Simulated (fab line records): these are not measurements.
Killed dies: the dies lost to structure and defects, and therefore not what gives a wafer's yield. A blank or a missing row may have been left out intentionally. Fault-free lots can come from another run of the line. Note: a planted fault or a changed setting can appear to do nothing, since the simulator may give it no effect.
What tool caused it?    flow berkeleyCmos170    14 lots with 42 wafers sampled at 4 steps, on a route of 331 steps

WHAT THE GAUGES READ, wafer by wafer
UCB170_PVT_TW_MEAS_09.
lot   measured      on            PVT_TW
L216  day 6 02:52   filmMetro-02  516 513 513
L218  day 6 08:35   filmMetro-02  511 514 513
L219  day 6 09:05   filmMetro-04  497 496 500
L221  day 6 15:35   filmMetro-04  497 498 498
L223  day 7 05:03   filmMetro-01  509 507 503
L224  day 7 09:16   filmMetro-02  516 514 516
L225  day 7 14:36   filmMetro-02  512 515 514
L230  day 8 02:26   filmMetro-04  501 501 503
L232  day 9 05:41   filmMetro-04  494 497 494
L234  day 9 09:49   filmMetro-02  507 510 510
L239  day 10 11:43  filmMetro-04  496 497 498
L238  day 10 11:45  filmMetro-01  504 504 502
L236  day 10 12:01  filmMetro-02  513 511 512
L237  day 10 12:07  filmMetro-02  514 513 514

UCB170_NLDD_OVL_MEAS_07.
lot   measured      on          NLDD_OVL (nm)
L216  day 6 19:49   overlay-01  -7 -4 1
L218  day 7 02:37   overlay-02  -11 -10 -15
L219  day 7 02:53   overlay-02  3 -5 2
L221  day 7 05:20   overlay-02  -3 1 6
L223  day 7 21:46   overlay-02  -8 -3 -6
L224  day 8 04:10   overlay-01  -7 -1 2
L225  day 8 03:38   overlay-01  -7 -1 -13
L230  day 8 18:01   overlay-02  1 4 3
L232  day 9 21:26   overlay-01  3 -2 -6
L234  day 9 23:50   overlay-02  -8 2 -2
L239  day 11 05:38  overlay-02  -9 -11 -16
L238  day 11 06:16  overlay-02  -9 -16 -9
L236  day 11 06:36  overlay-02  -13 -3 -13
L237  day 11 06:50  overlay-02  11 9 6

UCB170_V1_THK_MEAS_01.
lot   measured      on            V1_TEOS_THK (nm)
L216  day 7 20:17   filmMetro-03  1994 1992 2045
L218  day 8 01:21   filmMetro-04  2026 2065 2065
L219  day 8 01:30   filmMetro-03  1966 2006 2033
L221  day 8 01:26   filmMetro-01  1968 1963 2012
L223  day 8 22:24   filmMetro-04  1990 1960 2029
L224  day 9 04:14   filmMetro-01  2014 1993 2051
L225  day 9 04:15   filmMetro-04  2029 1994 2047
L230  day 9 20:40   filmMetro-04  1985 1977 2032
L232  day 10 22:38  filmMetro-01  2005 1991 1983
L234  day 11 03:56  filmMetro-03  2010 2007 2023
L239  day 12 02:46  filmMetro-04  1990 2032 2001
L238  day 12 05:53  filmMetro-04  1960 1929 2012
L236  day 12 02:47  filmMetro-03  1975 2057 1900
L237  day 12 05:53  filmMetro-01  1891 2055 1887

WHICH TOOL RAN EACH LOT (tool, then ch and the chambers of the sampled wafers, then the start)
lot   UCB170_V1_CVD_00
L216  pecvd-01 ch 0,1,2, day 7 20:08
L218  pecvd-01 ch 0,1, day 8 01:11
L219  pecvd-01 ch 0,1, day 8 01:20
L221  pecvd-03 ch 0,1, day 8 01:16
L223  pecvd-04 ch 1,2, day 8 22:14
L224  pecvd-03 ch 0,1,2, day 9 04:05
L225  pecvd-01 ch 1,2, day 9 04:05
L230  pecvd-01 ch 0,1,2, day 9 20:31
L232  pecvd-01 ch 0,1, day 10 22:29
L234  pecvd-03 ch 0,1, day 11 03:46
L239  pecvd-03 ch 0,1,2, day 12 02:36
L238  pecvd-04 ch 0,2, day 12 05:43
L236  pecvd-01 ch 0,1,2, day 12 02:36
L237  pecvd-01 ch 0,2, day 12 05:43
- UCB170_V1_CVD_00: deposits SiO2 from TEOS/O2, target thk 2000 nm, time 250 s.

AS READ BY THE TOOLS THEMSELVES (means over the sampled wafers that have a number; for cases with no such wafer, the mark the record gives instead)
UCB170_V1_CVD_00.
lot   tool      heaterPowerW (W)
L216  pecvd-01  275
L218  pecvd-01  262
L219  pecvd-01  245
L221  pecvd-03  236
L223  pecvd-04  274
L224  pecvd-03  255
L225  pecvd-01  247
L230  pecvd-01  274
L232  pecvd-01  230
L234  pecvd-03  224
L239  pecvd-03  256
L238  pecvd-04  232
L236  pecvd-01  253
L237  pecvd-01  269

THE ANSWER, worked out from the rows above alone
Rule: what is usual is taken from the lots themselves. The widest of any qualifying gaps counts: lots, ordered by their means at a reading, are off when they make up no more than a third of the lots, leave a main group of 4 or more, and stand apart from it by 3 or more times the standard deviation of that group's means. Not used: any main group whose means are identical at the precision the tables above print for the reading. A lot without any number at a reading at which 4 lots or more have one is off too. Any other lot the step has rows for is counted as sound. The gauges are gone through in route order, then the tools' own readings, and for those a lot's mean is taken as printed above. The first step at which some lot is off is used, and at that step the reading that is off furthest; a lot without a number counts as furthest.
Across all readings shown, no lot is off: no conclusion can be drawn from this.

WHAT THE SIMULATOR PUT IN
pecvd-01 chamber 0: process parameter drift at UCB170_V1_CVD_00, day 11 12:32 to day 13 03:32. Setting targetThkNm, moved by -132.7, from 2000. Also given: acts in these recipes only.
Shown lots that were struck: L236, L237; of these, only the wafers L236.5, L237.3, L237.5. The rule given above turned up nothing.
